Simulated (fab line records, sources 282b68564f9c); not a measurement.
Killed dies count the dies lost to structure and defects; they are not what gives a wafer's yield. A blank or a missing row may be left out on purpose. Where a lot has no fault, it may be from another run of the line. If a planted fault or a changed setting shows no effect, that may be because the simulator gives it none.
A struck lot beside a sound one	flow ritCmos	27 out of 202 route steps
Sound: wafers L580.3, L580.5, L580.6. The struck wafers were L586.3, L586.4, L586.5. The cause comes at the end.
Per side, at each step with rows, come the tool, then ch with its chambers, and then its first start. Under that, the readings that differ: sound wafers	struck wafers	difference of the means	sigmas: that difference in standard deviations of wafers without a fault.
alike: readings with means less than 2 such deviations apart, plus words and numbers identical on both sides. not compared: withheld readings, readings lacking a value on some wafer, bounds such as >300 that could conceal the same value, and numbers that have no deviation in the record and whose values overlap.
A row with sigmas, a row that says differs or no value, or rows on one side alone: a step with any of these is where the two part. When numbers do not overlap yet have no deviation, they are printed without sigmas and do not part them. Lack of a reading on every wafer of one side parts them only where that side has two or more wafers.

RIT_ACTIVE_BOW_MEAS_00:
  sound on filmMetro-04, day 2 01:02; struck on filmMetro-03, day 3 07:02
  alike: INCOMING_BOW
then, 1 step without rows for these wafers: RIT_ACTIVE_OXIDATION_01 (target thk 46.8 nm, ox time 3360 s).
RIT_ACTIVE_THK_MEAS_02:
  sound on filmMetro-02, day 2 03:04; struck on filmMetro-04, day 3 09:05
  alike: ACTIVE_OXIDE_THK
RIT_ACTIVE_CVD_03: deposits Si3N4 from SiH2Cl2/NH3, target thk 150 nm, time 1500 s.
  sound on lpcvd-01 ch 1, day 2 03:07; struck on lpcvd-01 ch 1, day 3 09:07
reading	sound	struck	difference	sigmas
model.Si3N4_of_ACTIVE_CVD_03.thkNm (nm)	150.1 149.2 148.4	156.8 157.1 155.3	+7.2	
  alike: susceptorTempC
RIT_ACTIVE_THK_MEAS_04:
  sound on filmMetro-02, day 2 04:33; struck on filmMetro-02, day 3 10:34
reading	sound	struck	difference	sigmas
ACTIVE_NITRIDE_THK (nm)	150.0 149.1 148.3	156.8 157.2 155.4	+7.3	+5
then, 6 steps without rows for these wafers: RIT_ACTIVE_HMDS_05 (prime time 61.04 s); RIT_ACTIVE_COAT_06 (resist thk 1000 nm); RIT_ACTIVE_SOFTBAKE_07 (time 60 s); RIT_ACTIVE_EXPOSE_08 (exposes mask M1, target cd 1400 nm); RIT_ACTIVE_PEB_09; RIT_ACTIVE_DEVELOP_10 (develop time 50 s).
RIT_ACTIVE_CD_MEAS_11 targets a cd of 1400 nm.
  sound on cdSem-02, day 2 05:29; struck on cdSem-02, day 3 11:44
  alike: cdNm
then, 1 step without rows for these wafers: RIT_ACTIVE_HARDBAKE_12 (time 60 s).
RIT_ACTIVE_ETCH_13: etches Si3N4 in SF6, stops on SiO2, time 210 s, target depth 210 nm.
  sound on rieDiel-02 ch 0,1,2, day 2 05:43; struck on rieDiel-01 ch 0,2, day 3 11:58
reading	sound	struck	difference	sigmas
drypumpMotorCurrentA (A)	6.00 5.76 5.61	5.16 5.17 5.44	-0.53	-2
model.ACTIVE.featureDepthNm (nm)	150.1 149.2 148.4	156.8 157.1 155.3	+7.2	
model.etch.depthNm (nm)	150.1 149.2 148.4	156.8 157.1 155.3	+7.2	
  alike: oesProductAu, throttleValvePct
  not compared: rfHoursCounterH
RIT_ACTIVE_STRIP_14: strips in O2, time 180 s.
  sound on plasmaAsher-01 ch 0,1, day 2 05:54; struck on plasmaAsher-02 ch 0,1, day 3 12:09
  alike: drypumpMotorCurrentA
  not compared: rfHoursCounterH
RIT_ACTIVE_CD_MEAS_90 targets a cd of 1400 nm.
  sound on cdSem-02, day 2 06:04; struck on cdSem-01, day 3 12:19
reading	sound	struck	difference	sigmas
cdNm (nm)	1401.5 1399.1 1399.1	1403.7 1404.5 1404.1	+4.2	+2
then, 4 steps without rows for these wafers: RIT_ACTIVE_CLEAN_15 (cleans in SC1, time 600 s); RIT_ACTIVE_CLEAN_16 (cleans in dHF, time 30 s); RIT_ACTIVE_CLEAN_17 (cleans in SC2, time 600 s); RIT_FOX1_OXIDATION_00 (target thk 350.7 nm, ox time 1130 s).
RIT_FOX1_THK_MEAS_01:
  sound on filmMetro-01, day 2 11:01; struck on filmMetro-04, day 3 17:04
  alike: FOX1_OXIDE_THK
then, 2 steps without rows for these wafers: RIT_FOX1_WET_ETCH_02 (etches SiO2 in BOE, target depth 350 nm, time 390 s); RIT_FOX2_OXIDATION_00 (target thk 350.7 nm, ox time 1130 s).
RIT_FOX2_THK_MEAS_01:
  sound on filmMetro-01, day 2 14:40; struck on filmMetro-02, day 3 18:33
  alike: FOX2_OXIDE_THK
RIT_FOX2_CLEAN_02: cleans in dHF, time 180 s.
  sound on wetBench-04 ch 3, day 2 14:42; struck on wetBench-04 ch 3, day 3 18:35
reading	sound	struck	difference	sigmas
model.Si3N4_of_ACTIVE_CVD_03.thkNm (nm)	130.7 129.9 129.1	137.7 137.9 136.1	+7.3	
then, 1 step without rows for these wafers: RIT_FOX2_WET_ETCH_03 (etches Si3N4 in H3PO4, target depth 195 nm, time 2659 s).
RIT_M1_PROBE_99:
  rows exist in the record for the sound wafers here (prober-01, day 4 12:33), none for the struck ones

WHERE THEY PART
Last at RIT_M1_PROBE_99 as far as this record goes, first at RIT_ACTIVE_THK_MEAS_04.

WHY: whatever the simulator had introduced
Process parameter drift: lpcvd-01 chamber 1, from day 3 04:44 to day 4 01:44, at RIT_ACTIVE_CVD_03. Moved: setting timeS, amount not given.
